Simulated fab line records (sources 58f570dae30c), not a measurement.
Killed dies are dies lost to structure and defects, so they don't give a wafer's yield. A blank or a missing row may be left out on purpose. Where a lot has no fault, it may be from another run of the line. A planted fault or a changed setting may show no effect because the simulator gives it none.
The tool behind it: which one? -- flow berkeley_cmos170 -- 21 wafers from 7 lots sampled at 3 of the route's 331 steps

== WHAT THE GAUGES READ, wafer by wafer ==
UCB170_M2_CD_MEAS_90 targets a cd of 700 nm.
lot,measured,on,cd_nm (nm)
L244,day 9 11:14,cd_sem-01,694 693 692
L241,day 9 18:13,cd_sem-01,700 695 698
L246,day 10 07:19,cd_sem-02,703 703 701
L248,day 10 11:07,cd_sem-01,705 698 701
L250,day 11 07:55,cd_sem-02,707 677 705
L259,day 13 08:33,cd_sem-01,697 696 700
L262,day 13 08:52,cd_sem-02,705 709 698

== EACH LOT AND THE TOOL THAT RAN IT (in order: tool; ch and the chambers of the sampled wafers; start) ==
lot,UCB170_M2_METAL_ETCH_18,UCB170_M2_STRIP_19
L244,"rie_metal-03 ch 1, day 9 10:57","plasma_asher-02 ch 1, day 9 11:08"
L241,"rie_metal-02 ch 0, day 9 17:54","plasma_asher-02 ch 0,1, day 9 18:05"
L246,"rie_metal-02 ch 1, day 10 07:01","plasma_asher-03 ch 0,1, day 10 07:12"
L248,"rie_metal-03 ch 0,1, day 10 10:43","plasma_asher-01 ch 0,1, day 10 10:54"
L250,"rie_metal-02 ch 0,1, day 11 07:38","plasma_asher-02 ch 0,1, day 11 07:49"
L259,"rie_metal-01 ch 0,1, day 13 08:16","plasma_asher-01 ch 0,1, day 13 08:27"
L262,"rie_metal-03 ch 0,1, day 13 08:36","plasma_asher-01 ch 0,1, day 13 08:45"
- UCB170_M2_METAL_ETCH_18: etches Al in Cl2/BCl3, stops on SiO2, target depth 1170 nm, time 195 s.
- UCB170_M2_STRIP_19: strips in O2.

== THE ANSWER, worked out from the rows above alone ==
Rule: usual is defined by the lots themselves. Put in order of their means at a reading, lots are off if they are a third of the lots or fewer, leave a main group of 4 or more, and stand apart from it by a gap of 3 or more times the standard deviation of the main group's means; of several such gaps the widest counts. The tables above print the reading to a certain number of digits; a main group whose means all agree to those digits is not used. Also off: a lot with no number at a reading for which 4 or more lots have one. Any other lot the step has rows for is counted as sound.
Nothing can be told from this: no lot is off at any reading shown.

== WHAT THE SIMULATOR HAD PUT IN ==
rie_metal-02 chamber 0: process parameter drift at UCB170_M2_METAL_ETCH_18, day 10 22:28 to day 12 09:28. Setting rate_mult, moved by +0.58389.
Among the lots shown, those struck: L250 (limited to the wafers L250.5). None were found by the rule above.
